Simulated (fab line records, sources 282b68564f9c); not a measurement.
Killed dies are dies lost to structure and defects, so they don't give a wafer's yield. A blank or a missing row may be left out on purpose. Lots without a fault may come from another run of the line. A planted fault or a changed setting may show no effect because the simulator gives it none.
fab line records | flow rit_cmos
record lots=5 wafers=15 last_day=6
route steps=202 shown NSD@132 PSD@142
lots that met no fault: from a run of the same line without faults
start_h: hours from the record's first day to the start of the lot's first wafer shown | wait_h: hours since the lot's step before | " the same as in the row above | L1.1+2: a row that stands for several wafers | - no value, or no start given | * or withheld: withheld | < > ~ a bound
route shown NAME@n: a module of which the file shows steps, and the number in the route of the first | usual: mean/standard deviation of fault-free wafers | same: alike in all rows | chamber/n: place in a boat | sites: the reading at each site | _std_site: their standard deviation | _edge_site: outer sites' mean less inner sites' | radius_mm: how far each site lies from the wafer's centre | mask NAME#n: copy n | behind: the tool/chamber that last shaped the wafer | hold: why the lot was held/for how many hours/how that ended | device: the transistor (n, p or np) that didn't switch | end of line: the same wafers' tests at the end of the route | a step without rows: its recipe alone | killed: dies lost to structure and defects at the first sort, not the wafer's yield | map: a wafer's dies, x killed, . not, _ none there
set.NAME: the setting as run; set.NAME@STEP: as run at that earlier step | model.NAME: the simulator's own value behind a step, which no gauge read
lots at some steps of the route; a table a step, a row a wafer
services: from which hour (start_h, from the record's first day; less than 0 if before it) a tool's chamber was out of use, for how many hours, and why
## steps
# step RIT_NSD_COAT_01
# recipe resist=NOVOLAK spin_rpm=3250 resist_thk_nm=1000
# usual chill_plate_temp_C=23.00/0.099
# columns lot.wafer tool chamber start_h wait_h chill_plate_temp_C
L075.2 litho_track-03 0 51.19 0.1 23.09
L075.3 " 0 " " 22.98
L075.4 " 0 " " 23.00
L079.1 litho_track-01 0 71.78 0.1 22.89
L079.3 " 0 " " 23.12
L079.4 " 0 " " 23.07
L080.1 litho_track-02 0 75.35 0.1 22.96
L080.4 " 0 " " 22.85
L080.5 " 0 " " 23.13
L086.3 litho_track-02 0 105.88 0.1 23.29
L086.4 " 0 " " 23.15
L086.6 " 0 " " 23.07
L093.1 litho_track-02 0 142.41 0.1 23.00
L093.3 " 0 " " 22.88
L093.4 " 0 " " 23.04
# step RIT_NSD_SOFTBAKE_02
# recipe resist=NOVOLAK temp_c=90 time_s=60
# usual chill_plate_temp_C=23.01/0.11
# columns lot.wafer tool chamber start_h wait_h chill_plate_temp_C
L075.2 litho_track-03 0 51.34 0.1 23.07
L075.3 " 0 " " 22.95
L075.4 " 0 " " 22.86
L079.1 litho_track-01 0 71.93 0.1 23.17
L079.3 " 0 " " 23.17
L079.4 " 0 " " 23.05
L080.1 litho_track-02 0 75.50 0.1 23.37
L080.4 " 0 " " 23.12
L080.5 " 0 " " 23.08
L086.3 litho_track-02 0 106.03 0.1 22.87
L086.4 " 0 " " 22.83
L086.6 " 0 " " 22.96
L093.1 litho_track-02 0 142.56 0.1 23.11
L093.3 " 0 " " 23.06
L093.4 " 0 " " 22.76
# step RIT_NSD_EXPOSE_03
# recipe mask_id=M9 na=0.57 target_cd_nm=40700 dose_mj=250
# usual stage_vel_mm_s=500.06/0.24
# same na=0.57
# columns lot.wafer tool chamber start_h wait_h mask stage_vel_mm_s
L075.2 iline_stepper-02 0 51.61 0.2 M9#0 500.32
L075.3 " 0 " " M9#0 500.13
L075.4 " 0 " " M9#0 500.00
L079.1 iline_stepper-01 0 72.08 0.1 M9#0 500.00
L079.3 " 0 " " M9#0 499.53
L079.4 " 0 " " M9#0 499.80
L080.1 iline_stepper-01 0 75.65 0.1 M9#0 500.22
L080.4 " 0 " " M9#0 500.19
L080.5 " 0 " " M9#0 499.75
L086.3 iline_stepper-02 0 106.29 0.2 M9#0 500.34
L086.4 " 0 " " M9#0 499.91
L086.6 " 0 " " M9#0 499.71
L093.1 iline_stepper-02 0 142.84 0.2 M9#0 500.21
L093.3 " 0 " " M9#0 499.86
L093.4 " 0 " " M9#0 500.24
# step RIT_NSD_PEB_04
# recipe resist=NOVOLAK temp_c=withheld time_s=withheld
# usual chill_plate_temp_C=*
# columns lot.wafer tool chamber start_h wait_h chill_plate_temp_C
L075.2 litho_track-02 0 51.73 0.1 *
L075.3 " 0 " " *
L075.4 " 0 " " *
L079.1 litho_track-01 0 72.19 0.1 *
L079.3 " 0 " " *
L079.4 " 0 " " *
L080.1 litho_track-02 0 75.76 0.1 *
L080.4 " 0 " " *
L080.5 " 0 " " *
L086.3 litho_track-02 0 106.42 0.1 *
L086.4 " 0 " " *
L086.6 " 0 " " *
L093.1 litho_track-03 0 142.95 0.1 *
L093.3 " 0 " " *
L093.4 " 0 " " *
# step RIT_NSD_DEVELOP_05
# recipe resist=NOVOLAK develop_time_s=50 dev_temp_c=23
# usual chill_plate_temp_C=22.98/0.1
# columns lot.wafer tool chamber start_h wait_h chill_plate_temp_C
L075.2 litho_track-02 0 - - 23.00
L075.3 " 0 " " 23.03
L075.4 " 0 " " 23.08
L079.1 litho_track-01 0 - - 23.08
L079.3 " 0 " " 22.87
L079.4 " 0 " " 22.75
L080.1 litho_track-02 0 - - 23.05
L080.4 " 0 " " 22.90
L080.5 " 0 " " 23.01
L086.3 litho_track-02 0 - - 22.76
L086.4 " 0 " " 22.80
L086.6 " 0 " " 22.92
L093.1 litho_track-03 0 - - 23.04
L093.3 " 0 " " 22.93
L093.4 " 0 " " 23.03
# step RIT_NSD_OVL_MEAS_06
# usual NSD_OVL=0.4/1.1
# columns lot.wafer tool chamber start_h wait_h NSD_OVL[nm]
L075.2 overlay-02 - 51.99 - 2.4
L075.3 " - " " 1.9
L075.4 " - " " 2.2
L079.1 overlay-02 - 72.48 - 1.1
L079.3 " - " " 0.2
L079.4 " - " " 0.7
L080.1 overlay-01 - 76.05 - 0.6
L080.4 " - " " -0.1
L080.5 " - " " 0.1
L086.3 overlay-01 - 106.67 - -0.1
L086.4 " - " " 1.4
L086.6 " - " " 1.0
L093.1 overlay-01 - 143.24 - 1.2
L093.3 " - " " 1.0
L093.4 " - " " 0.7
# step RIT_NSD_HARDBAKE_07
# recipe resist=NOVOLAK temp_c=140 time_s=60
# usual chill_plate_temp_C=23.01/0.11
# columns lot.wafer tool chamber start_h wait_h chill_plate_temp_C
L075.2 litho_track-02 0 52.05 0.0 23.17
L075.3 " 0 " " 23.05
L075.4 " 0 " " 23.18
L079.1 litho_track-03 0 72.51 0.0 23.12
L079.3 " 0 " " 23.10
L079.4 " 0 " " 23.13
L080.1 litho_track-02 0 76.08 0.0 22.98
L080.4 " 0 " " 22.98
L080.5 " 0 " " 22.87
L086.3 litho_track-02 0 106.74 0.1 23.10
L086.4 " 0 " " 23.24
L086.6 " 0 " " 23.06
L093.1 litho_track-01 0 143.27 0.0 22.77
L093.3 " 0 " " 23.01
L093.4 " 0 " " 22.94
# step RIT_NSD_IMPLANT_08
# recipe species=P energy_kev=25 dose_cm2=1e+15 tilt_deg=7
# usual beam_energy_keV=25.001/0.0085
# columns lot.wafer tool chamber start_h wait_h beam_energy_keV
L075.2 implanter-02 0 52.20 0.1 25.004
L075.3 " 0 " " 25.010
L075.4 " 0 " " 25.000
L079.1 implanter-02 0 72.66 0.1 25.000
L079.3 " 0 " " 24.995
L079.4 " 0 " " 25.006
L080.1 implanter-02 0 76.23 0.1 24.995
L080.4 " 0 " " 24.984
L080.5 " 0 " " 24.990
L086.3 implanter-03 0 106.89 0.1 24.991
L086.4 " 0 " " 24.996
L086.6 " 0 " " 25.001
L093.1 implanter-03 0 143.42 0.1 24.989
L093.3 " 0 " " 24.985
L093.4 " 0 " " 25.012
# step RIT_NSD_STRIP_09
# recipe chemistry=O2 time_s=180 resist=NOVOLAK platen_temp_c=withheld power_w=500 pressure_mtorr=4000 o2_flow_sccm=4000
# usual drypump_motor_current_A=5.7/0.46
# columns lot.wafer tool chamber start_h wait_h drypump_motor_current_A rf_hours_counter_h
L075.2 plasma_asher-01 1 52.32 0.1 5.7 42
L075.3 " 1 " " 5.7 -
L075.4 " 0 " " 5.7 -
L079.1 plasma_asher-04 0 72.81 0.1 5.5 25
L079.3 " 1 " " 6.2 -
L079.4 " 0 " " 5.5 -
L080.1 plasma_asher-03 0 76.38 0.1 4.7 44
L080.4 " 0 " " 4.7 -
L080.5 " 1 " " 6.1 -
L086.3 plasma_asher-03 1 107.05 0.1 6.1 -
L086.4 " 0 " " 4.7 -
L086.6 " 0 " " 4.7 -
L093.1 plasma_asher-01 1 143.57 0.1 5.7 3
L093.3 " 1 " " 5.7 -
L093.4 " 0 " " 5.7 -
# step RIT_NSD_TW_MEAS_10
# usual NSD_TW=3127/20
# columns lot.wafer tool chamber start_h wait_h NSD_TW
L075.2 film_metro-01 - 52.51 0.1 3114
L075.3 " - " " 3114
L075.4 " - " " 3088
L079.1 film_metro-02 - 72.99 0.1 3153
L079.3 " - " " 3175
L079.4 " - " " 3161
L080.1 film_metro-02 - 76.56 0.1 3143
L080.4 " - " " 3161
L080.5 " - " " 3164
L086.3 film_metro-03 - 107.19 0.1 3126
L086.4 " - " " 3117
L086.6 " - " " 3117
L093.1 film_metro-01 - 143.75 0.1 3116
L093.3 " - " " 3109
L093.4 " - " " 3092
# step RIT_PSD_HMDS_00
# recipe prime_time_s=60 prime_temp_c=140
# usual chill_plate_temp_C=23.01/0.1
# columns lot.wafer tool chamber start_h wait_h chill_plate_temp_C
L075.2 litho_track-02 0 52.58 0.1 23.10
L075.3 " 0 " " 23.17
L075.4 " 0 " " 23.19
L079.1 litho_track-02 0 73.05 0.1 23.01
L079.3 " 0 " " 23.21
L079.4 " 0 " " 22.98
L080.1 litho_track-03 0 76.64 0.1 23.01
L080.4 " 0 " " 23.11
L080.5 " 0 " " 23.08
L086.3 litho_track-02 0 107.28 0.1 22.98
L086.4 " 0 " " 22.93
L086.6 " 0 " " 22.92
L093.1 litho_track-04 0 143.81 0.1 22.74
L093.3 " 0 " " 22.96
L093.4 " 0 " " 22.83
# step RIT_PSD_COAT_01
# recipe resist=NOVOLAK spin_rpm=3250 resist_thk_nm=1009
# usual chill_plate_temp_C=23.01/0.094
# columns lot.wafer tool chamber start_h wait_h chill_plate_temp_C
L075.2 litho_track-02 0 52.73 0.1 22.93
L075.3 " 0 " " 22.83
L075.4 " 0 " " 23.01
L079.1 litho_track-02 0 73.20 0.1 22.89
L079.3 " 0 " " 22.90
L079.4 " 0 " " 22.89
L080.1 litho_track-03 0 76.79 0.1 23.08
L080.4 " 0 " " 22.92
L080.5 " 0 " " 23.09
L086.3 litho_track-02 0 107.43 0.1 23.02
L086.4 " 0 " " 22.73
L086.6 " 0 " " 22.88
L093.1 litho_track-04 0 143.96 0.1 23.04
L093.3 " 0 " " 23.12
L093.4 " 0 " " 23.09
# step RIT_PSD_SOFTBAKE_02
# recipe resist=NOVOLAK temp_c=90 time_s=60
# usual chill_plate_temp_C=23.01/0.11
# columns lot.wafer tool chamber start_h wait_h chill_plate_temp_C
L075.2 litho_track-02 0 52.88 0.1 23.13
L075.3 " 0 " " 23.28
L075.4 " 0 " " 23.14
L079.1 litho_track-02 0 73.35 0.1 23.07
L079.3 " 0 " " 23.13
L079.4 " 0 " " 22.85
L080.1 litho_track-03 0 76.94 0.1 23.09
L080.4 " 0 " " 23.11
L080.5 " 0 " " 22.96
L086.3 litho_track-02 0 107.58 0.1 22.98
L086.4 " 0 " " 23.13
L086.6 " 0 " " 22.87
L093.1 litho_track-04 0 144.11 0.1 23.10
L093.3 " 0 " " 23.12
L093.4 " 0 " " 23.02
# step RIT_PSD_EXPOSE_03
# recipe mask_id=M10 na=0.57 target_cd_nm=40900 dose_mj=250
# usual stage_vel_mm_s=500.00/0.26
# same na=0.57
# columns lot.wafer tool chamber start_h wait_h mask stage_vel_mm_s
L075.2 iline_stepper-02 0 53.03 0.1 M10#0 500.05
L075.3 " 0 " " M10#0 499.92
L075.4 " 0 " " M10#0 499.87
L079.1 iline_stepper-01 0 73.50 0.1 M10#0 500.57
L079.3 " 0 " " M10#0 499.99
L079.4 " 0 " " M10#0 500.39
L080.1 iline_stepper-01 0 77.09 0.1 M10#0 499.75
L080.4 " 0 " " M10#0 499.90
L080.5 " 0 " " M10#0 499.37
L086.3 iline_stepper-02 0 107.71 0.1 M10#0 499.77
L086.4 " 0 " " M10#0 499.69
L086.6 " 0 " " M10#0 499.59
L093.1 iline_stepper-01 0 144.26 0.1 M10#0 499.86
L093.3 " 0 " " M10#0 499.96
L093.4 " 0 " " M10#0 499.96
# step RIT_PSD_PEB_04
# recipe resist=NOVOLAK temp_c=withheld time_s=withheld
# usual chill_plate_temp_C=*
# columns lot.wafer tool chamber start_h wait_h chill_plate_temp_C
L075.2 litho_track-03 0 53.15 0.1 *
L075.3 " 0 " " *
L075.4 " 0 " " *
L079.1 litho_track-04 0 73.61 0.1 *
L079.3 " 0 " " *
L079.4 " 0 " " *
L080.1 litho_track-02 0 77.20 0.1 *
L080.4 " 0 " " *
L080.5 " 0 " " *
L086.3 litho_track-02 0 107.84 0.1 *
L086.4 " 0 " " *
L086.6 " 0 " " *
L093.1 litho_track-03 0 144.44 0.2 *
L093.3 " 0 " " *
L093.4 " 0 " " *
# step RIT_PSD_DEVELOP_05
# recipe resist=NOVOLAK develop_time_s=50 dev_temp_c=23
# usual chill_plate_temp_C=23.00/0.1
# columns lot.wafer tool chamber start_h wait_h chill_plate_temp_C
L075.2 litho_track-03 0 - - 23.00
L075.3 " 0 " " 22.86
L075.4 " 0 " " 22.93
L079.1 litho_track-04 0 - - 23.28
L079.3 " 0 " " 23.13
L079.4 " 0 " " 23.21
L080.1 litho_track-02 0 - - 22.91
L080.4 " 0 " " 22.97
L080.5 " 0 " " 22.93
L086.3 litho_track-02 0 - - 23.07
L086.4 " 0 " " 22.83
L086.6 " 0 " " 23.15
L093.1 litho_track-03 0 - - 22.88
L093.3 " 0 " " 23.06
L093.4 " 0 " " 23.00
# step RIT_PSD_OVL_MEAS_06
# usual PSD_OVL=-0.7/1.3
# columns lot.wafer tool chamber start_h wait_h PSD_OVL[nm]
L075.2 overlay-02 - 53.41 - -0.2
L075.3 " - " " 1.7
L075.4 " - " " 1.9
L079.1 overlay-02 - 73.90 - 1.7
L079.3 " - " " 0.9
L079.4 " - " " 0.0
L080.1 overlay-02 - 77.49 - -0.5
L080.4 " - " " -0.3
L080.5 " - " " 0.1
L086.3 overlay-02 - 108.09 - -0.7
L086.4 " - " " -1.5
L086.6 " - " " -2.1
L093.1 overlay-01 - 144.72 - -0.1
L093.3 " - " " 1.2
L093.4 " - " " 1.4
## services
# columns tool chamber start_h hours kind
plasma_asher-03 - 36.07 1.1 repair
iline_stepper-02 - 48.99 1.7 pm
iline_stepper-01 - 105.04 1.3 repair
plasma_asher-01 - 108.75 9.0 pm
plasma_asher-01 0 108.75 9.0 vent_cycle
plasma_asher-01 1 108.75 9.0 vent_cycle
plasma_asher-01 0 117.75 - clean
plasma_asher-01 1 117.75 - clean
implanter-03 - 120.91 3.6 pm
## key
fault none
